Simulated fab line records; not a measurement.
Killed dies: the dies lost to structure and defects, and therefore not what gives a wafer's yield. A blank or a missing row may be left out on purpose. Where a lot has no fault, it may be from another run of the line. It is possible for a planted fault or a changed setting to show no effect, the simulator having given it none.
A struck lot beside a sound one    flow ritCmos    18 steps out of a route of 202
Sound: the wafers L869.1, L869.4, L869.5. Wafers struck: L872.3, L872.4, L872.6. The cause is given at the end.
Order at every step that has rows: each side's tool, ch and its chambers, its first start. Under that, the readings that differ: sound wafers    struck wafers    difference of the means    sigmas: that difference in standard deviations of wafers without a fault.
alike: a reading whose means differ by less than 2 such deviations, as well as words and numbers matching on both sides. not compared: withheld readings; readings where some wafer has no value; bounds like >300 that might hide an equal value; numbers whose values overlap and for which the record gives no deviation.
The two part at a step that has a row with sigmas, a row that says differs or no value, or rows on one side only. When numbers do not overlap yet have no deviation, they are printed without sigmas and do not part them. A reading missing from all wafers of one side parts the sides only when that side holds two or more wafers.

first, 5 steps without rows for these wafers: RIT_NLDD_COAT_01 (resist thk 1000 nm); RIT_NLDD_SOFTBAKE_02 (time 60 s); RIT_NLDD_EXPOSE_03 (exposes mask M7, target cd 40700 nm); RIT_NLDD_PEB_04; RIT_NLDD_DEVELOP_05 (develop time 51.21 s).
RIT_NLDD_OVL_MEAS_06:
  sound: overlay-01 at day 3 00:47; struck: overlay-01 at day 3 14:51
  alike: NLDD_OVL
then, 2 steps without rows for these wafers: RIT_NLDD_HARDBAKE_07 (time 60 s); RIT_NLDD_IMPLANT_08.
RIT_NLDD_STRIP_09: strips in O2, time 180 s.
  sound on plasmaAsher-04 ch 0,1, day 3 01:08; struck on plasmaAsher-04 ch 0,1, day 3 15:14
  alike: drypumpMotorCurrentA
  not compared: rfHoursCounterH
RIT_NLDD_TW_MEAS_10:
  sound: filmMetro-03 at day 3 01:18; struck: filmMetro-01 at day 3 15:22
  alike: NLDD_TW
then, 2 steps without rows for these wafers: RIT_PLDD_HMDS_00 (prime time 60 s); RIT_PLDD_COAT_01 (resist thk 1000 nm).
RIT_PLDD_SOFTBAKE_02: time 60 s.
  sound on lithoTrack-02 ch 0, day 3 01:40; struck on lithoTrack-02 ch 0, day 3 15:46
reading                sound              struck             difference  sigmas
heaterPowerTotalW (W)  34.59 34.57 34.53  33.48 33.56 33.46  -1.06       -20
plateTempC (C)         89.96 90.05 90.25  87.86 87.85 88.03  -2.17       -16
then, 2 steps without rows for these wafers: RIT_PLDD_EXPOSE_03 (exposes mask M8, target cd 40900 nm); RIT_PLDD_PEB_04.
RIT_PLDD_DEVELOP_05: develop time 50 s.
  sound on lithoTrack-03 ch 0; struck on lithoTrack-02 ch 0
  not compared: model.NOVOLAK_of_PLDD_COAT_01.thkNm
RIT_PLDD_OVL_MEAS_06:
  sound: overlay-01 at day 3 02:20; struck: overlay-02 at day 3 16:24
  alike: PLDD_OVL
RIT_M1_PROBE_99:
  sound: prober-01 at day 3 16:13; struck: prober-02 at day 4 07:25
  alike: killedAtContacts, killedAtFrontEnd, killedDies, killedOpen, killedShort

## WHERE THEY PART
RIT_PLDD_SOFTBAKE_02 only, going by this record. Later steps at which nothing parts them and some readings are alike: RIT_PLDD_OVL_MEAS_06, RIT_M1_PROBE_99.

WHY: what the simulator had put in
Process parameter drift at RIT_PLDD_SOFTBAKE_02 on lithoTrack-02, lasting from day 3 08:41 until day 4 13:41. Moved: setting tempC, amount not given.
